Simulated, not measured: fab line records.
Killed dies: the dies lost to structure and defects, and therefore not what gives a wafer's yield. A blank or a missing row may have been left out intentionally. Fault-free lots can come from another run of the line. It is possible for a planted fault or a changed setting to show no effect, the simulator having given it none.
Lot-split experiment	flow berkeley_cmos170	23 wafers read across 5 lots, on a route 331 steps long

## ABOUT THE SPLIT
At UCB170_NLDD_IMPLANT_08, the setting dose_cm2 was moved away from the recipe's 5e+13 on 8 of the 23 wafers read, by -7.0% to +4.5%. For the rest of the wafers, this setting stayed at what the recipe calls for.

## FROM THE SPLIT TO THE READING: what the file shows between them, 5 steps
- UCB170_NSD_IMPLANT_08 (also split here: dose_cm2)
- UCB170_NSD_STRIP_09: strips in O2
- UCB170_NSD_CLEAN_11: cleans in SPM, time 600 s
- UCB170_SDANNEAL_RTA_01: time 5 s
- UCB170_SDANNEAL_RS_MEAS_03: measures by four-point-probe

## THE READING
Measured at UCB170_SDANNEAL_RS_MEAS_05 by four-point probe: NLDD_RS, in ohm/sq. Typical for fault-free wafers on this fab line: 616.1 ohm/sq, with standard deviation 1.4 ohm/sq.

wafer	tool, chamber at the split	dose_cm2 as run	against the recipe	NLDD_RS, ohm/sq	against lot-mates on the recipe
L074.2	implanter-03, 0	4.819e+13	-3.6%	626.6	+8.9
L074.3	implanter-03, 0	5e+13	recipe	616.6	-
L074.4	implanter-03, 0	5e+13	recipe	618.1	-
L074.5	implanter-03, 0	4.819e+13	-3.6%	625.4	+7.7
L074.6	implanter-03, 0	5e+13	recipe	618.5	-
L077.1	implanter-04, 0	5e+13	recipe	616.0	-
L077.3	implanter-04, 0	5.224e+13	+4.5%	605.1	-11.1
L077.4	implanter-04, 0	5e+13	recipe	616.5	-
L077.5	implanter-04, 0	5.224e+13	+4.5%	608.0	-8.2
L077.6	implanter-04, 0	5.224e+13	+4.5%	606.3	-10.0
L078.1	implanter-01, 0	5e+13	recipe	613.0	-
L078.2	implanter-01, 0	5e+13	recipe	615.8	-
L078.3	implanter-01, 0	5e+13	recipe	614.5	-
L078.4	implanter-01, 0	5e+13	recipe	615.7	-
L078.6	implanter-01, 0	5e+13	recipe	615.4	-
L082.1	implanter-01, 0	5e+13	recipe	614.5	-
L082.3	implanter-01, 0	5e+13	recipe	615.3	-
L082.4	implanter-01, 0	5e+13	recipe	615.1	-
L083.1	implanter-04, 0	4.652e+13	-7.0%	629.1	+13.1
L083.2	implanter-04, 0	4.652e+13	-7.0%	630.1	+14.1
L083.3	implanter-04, 0	5e+13	recipe	617.1	-
L083.5	implanter-04, 0	4.652e+13	-7.0%	629.5	+13.5
L083.6	implanter-04, 0	5e+13	recipe	614.9	-

THE FIT
A straight line over all 23 wafers: NLDD_RS changes by -2.09 ohm/sq for each +1% of dose_cm2; r = -0.98; the points scatter about the line by 1.5 ohm/sq.
The same after taking each lot's own level away (the mean of its wafers on the recipe; 23 wafers): -2.05 ohm/sq for each +1%; r = -0.99; scatter 0.97 ohm/sq.
That fit puts the effect of the largest move of dose_cm2 on the reading at 14 ohm/sq.
From 614.88 to 617.73 ohm/sq: that is the span of the lots' own levels, equal to 2.0 times the standard deviation above.
Hence the lot-to-lot level has little effect on the slope; both slopes agree.
Check: for one of the wafers moved furthest among these (-7.0%), held out of the fit, the line's prediction against its lot-mates is +14.5 ohm/sq. Against them it came out at +13.1 ohm/sq.

## THESE WAFERS: OTHER SPLITS
These wafers also went through other splits before the reading. Each is held against what the fit with the lots' levels taken away leaves over:
other split on the same wafers	wafers away from the commonest value	r with NLDD_RS (lot level and that fit taken away)
UCB170_GATE_PEB_10 peb_temp_c	9	+0.13
UCB170_NLDD_EXPOSE_03 dose_mj	8	+0.01
UCB170_NSD_IMPLANT_08 dose_cm2	10	-0.20

## THE FILE'S OWN FIT
NLDD_RS changes by -2.06 ohm/sq for each +1% of dose_cm2, r = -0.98.
